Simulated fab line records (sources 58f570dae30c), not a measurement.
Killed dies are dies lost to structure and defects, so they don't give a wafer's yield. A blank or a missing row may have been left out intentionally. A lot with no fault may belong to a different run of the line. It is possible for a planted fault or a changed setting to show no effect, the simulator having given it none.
Tool commonality check | flow berkeley cmos170 | 13 lots, 39 wafers sampled

## REASON FOR OPENING
At UCB170_NVT_TW_MEAS_09 the reading NVT_TW is flagged on 1 of 13 lots. Fault-free wafers read 524, with a standard deviation of 3.3.
Rule: flag the lot when none of its wafers has a number, or when each of its wafers that has one lies beyond 4 standard deviations from that mean. All remaining lots are regarded as sound.

lot  | measured     | on            | NVT_TW, wafer by wafer | flag
L195 | day 6 03:23  | film metro-04 | 519 519 520            |
L196 | day 6 22:10  | film metro-01 | 527 527 528            |
L198 | day 6 22:25  | film metro-02 | 530 526 526            |
L199 | day 7 18:26  | film metro-02 | 524 525 524            |
L202 | day 7 18:43  | film metro-02 | 523 522 525            |
L200 | day 7 18:52  | film metro-01 | 524 526 524            |
L206 | day 9 01:27  | film metro-01 | 30 30 30               | FLAGGED
L207 | day 9 09:47  | film metro-04 | 519 523 520            |
L210 | day 9 23:41  | film metro-01 | 524 523 525            |
L211 | day 10 00:11 | film metro-02 | 526 527 527            |
L215 | day 10 18:41 | film metro-02 | 530 527 528            |
L216 | day 11 00:13 | film metro-02 | 529 527 525            |
L217 | day 11 00:32 | film metro-02 | 523 527 529            |
The numbers of the flagged lots are 30 on average: -494 against the usual, or -99 or more standard deviations.

## LOT BY LOT: THE TOOL USED
The record holds 1 process step before the reading, out of a route of 331 steps. Cell contents, in order: the tool; ch with the chambers the sampled wafers went through; the start.
lot  | flag    | UCB170_NVT_EXPOSE_03
L195 |         | krf scanner-02 ch 0, day 6 02:21
L196 |         | krf scanner-01 ch 0, day 6 21:29
L198 |         | krf scanner-02 ch 0, day 6 21:44
L199 |         | krf scanner-02 ch 0, day 7 17:46
L202 |         | krf scanner-02 ch 0, day 7 18:03
L200 |         | krf scanner-02 ch 0, day 7 18:12
L206 | FLAGGED | krf scanner-02 ch 0, day 9 00:47
L207 |         | krf scanner-02 ch 0, day 9 08:41
L210 |         | krf scanner-02 ch 0, day 9 23:01
L211 |         | krf scanner-02 ch 0, day 9 23:32
L215 |         | krf scanner-02 ch 0, day 10 17:42
L216 |         | krf scanner-02 ch 0, day 10 23:03
L217 |         | krf scanner-01 ch 0, day 10 23:19
What these steps do:
- UCB170_NVT_EXPOSE_03: exposes mask PWELL, target cd 3000 nm.
- UCB170_NVT_TW_MEAS_09

## FLAGGED OVER TOTAL, TOOL BY TOOL (the gauges that took the reading come last)
step                  | tool           | lots run | flagged | share of the flagged lots | sound lots run after its first flagged lot
UCB170_NVT_EXPOSE_03  | krf scanner-01 | 2        | 0       | none                      | -
UCB170_NVT_EXPOSE_03  | krf scanner-02 | 11       | 1       | all                       | 5 (L207,L210,L211,L215,L216)
UCB170_NVT_TW_MEAS_09 | film metro-01  | 4        | 1       | all                       | 1 (L210)
UCB170_NVT_TW_MEAS_09 | film metro-02  | 7        | 0       | none                      | -
UCB170_NVT_TW_MEAS_09 | film metro-04  | 2        | 0       | none                      | -

## THE TABLE: WHAT IT ALLOWS
2 rows of the table ran every flagged lot: krf scanner-02 at UCB170_NVT_EXPOSE_03, film metro-01 at UCB170_NVT_TW_MEAS_09.
- krf scanner-02 at UCB170_NVT_EXPOSE_03 ran 11 lots, 1 of them flagged. Sound lots ran on it after the first flagged one (L207, L210, L211, L215, L216), which a lasting fault on the whole tool wouldn't allow.
- film metro-01 at UCB170_NVT_TW_MEAS_09 ran 4 lots, 1 of them flagged. Sound lots ran on it after the first flagged one (L210), which a lasting fault on the whole tool wouldn't allow.
None of the table's rows ran every flagged lot and, after the first, no sound lot.

## WHAT THE SIMULATOR HAD PUT IN
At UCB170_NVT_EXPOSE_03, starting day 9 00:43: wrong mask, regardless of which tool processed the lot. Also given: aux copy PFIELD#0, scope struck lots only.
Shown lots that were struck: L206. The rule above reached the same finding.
